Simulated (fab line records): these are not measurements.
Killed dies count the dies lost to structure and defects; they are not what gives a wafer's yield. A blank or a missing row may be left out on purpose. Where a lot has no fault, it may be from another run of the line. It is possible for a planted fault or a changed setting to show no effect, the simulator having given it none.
Problem report in the 8D (eight disciplines) form, filled by code	flow ritCmos	the parts of the form that need people (team, actions taken, sign-off) are left out

## 1. WHAT WENT WRONG
Wafers free of any fault read 3134 (standard deviation 39) for NSD_TW at RIT_NSD_TW_MEAS_10, against a mean of 3392 on 6 wafers of 2 lots. Relative to the usual mean, that is a shift of +6.6 standard deviations.
The first sign was on wafer L545.1 at day 5 20:01, on filmMetro-03. Wafers with a number at this step in the record: 42, from 14 lots. The rule behind "out" and "out of limits": a value lying over 4 standard deviations away from the usual mean. All remaining wafers that have a number are taken as sound.

## 2. WHAT THIS IS AND IS NOT
question	is	is not
which readings at this step	NSD_TW	-
which lots	L545, L546	L533, L534, L535, L536, L539, L540, L541, L548, L549, L552, L553, L554
which wafers of those lots	all that have a number	-
read on which gauges	filmMetro-03, filmMetro-04	filmMetro-02
when	from day 5 20:01	up to then (21 sound wafers); but 15 sound wafers of L548, L549, L552, L553, L554 came after

## 3. THE SUSPECTS, EACH WITH WHAT RULES IT OUT
Counting: a tool stays on the suspect list if, at a process step up to the reading, it processed all lots that are out and no sound lot following the first of them.
- the gauge at RIT_NSD_TW_MEAS_10: ruled out. 2 gauges (filmMetro-03, filmMetro-04) read the wafers that are out.
- implanter-02 at RIT_NSD_IMPLANT_08: kept. It ran every lot that is out, first L545 (day 5 19:41), and no sound lot after that; its last sound lot up to then is L541 (day 4 17:55). Its own beamOnS, faradayCurrentUA readings are out on those wafers.
The count leaves implanter-02 at RIT_NSD_IMPLANT_08.

## 4. THE CAUSE (what the simulator had put in)
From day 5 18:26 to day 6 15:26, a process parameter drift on implanter-02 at RIT_NSD_IMPLANT_08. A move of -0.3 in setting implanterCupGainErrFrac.
The count eliminated every tool but this one.

## 5. SEQUENCE OF EFFECTS, ordered by route
Rows list readings where the struck wafers' mean (over those with a number) sits beyond 3 standard deviations from the usual. Scope: only readings with a usual standard deviation given in the record; hours: median across lots of the time from each lot's start at the first step in this table that gives one to its start at this step; sigmas: change in usual standard deviations.
hours	step	reading	usual	on struck wafers	change	sigmas
0	RIT_NSD_IMPLANT_08	beamOnS	9.99 s	14.34	+4.35	+23
0	RIT_NSD_IMPLANT_08	faradayCurrentUA	3134	2183	-951	-16
0	RIT_NSD_TW_MEAS_10	NSD_TW	3134	3392	+258	+6.6
3	RIT_SDANNEAL_RS_MEAS_05	NSD_RS	84.35 ohm/sq	64.19	-20.16	-72
The process steps in it:
- RIT_NSD_IMPLANT_08

## 6. WHAT WOULD HAVE CAUGHT IT SOONER
The first out-of-limits reading at a measuring or inspecting step in this record came at day 5 20:01, 2 hours after the fault's start at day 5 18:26.
The tool's own readings at RIT_NSD_IMPLANT_08 were out on every struck wafer that the step has a row for (beamOnS, faradayCurrentUA): an alarm limit on them would have fired on the first of those.
Among the 2 lots that are out, L546 began RIT_NSD_IMPLANT_08 on implanter-02 after day 5 20:01. Holding the tool at that time would have saved it.
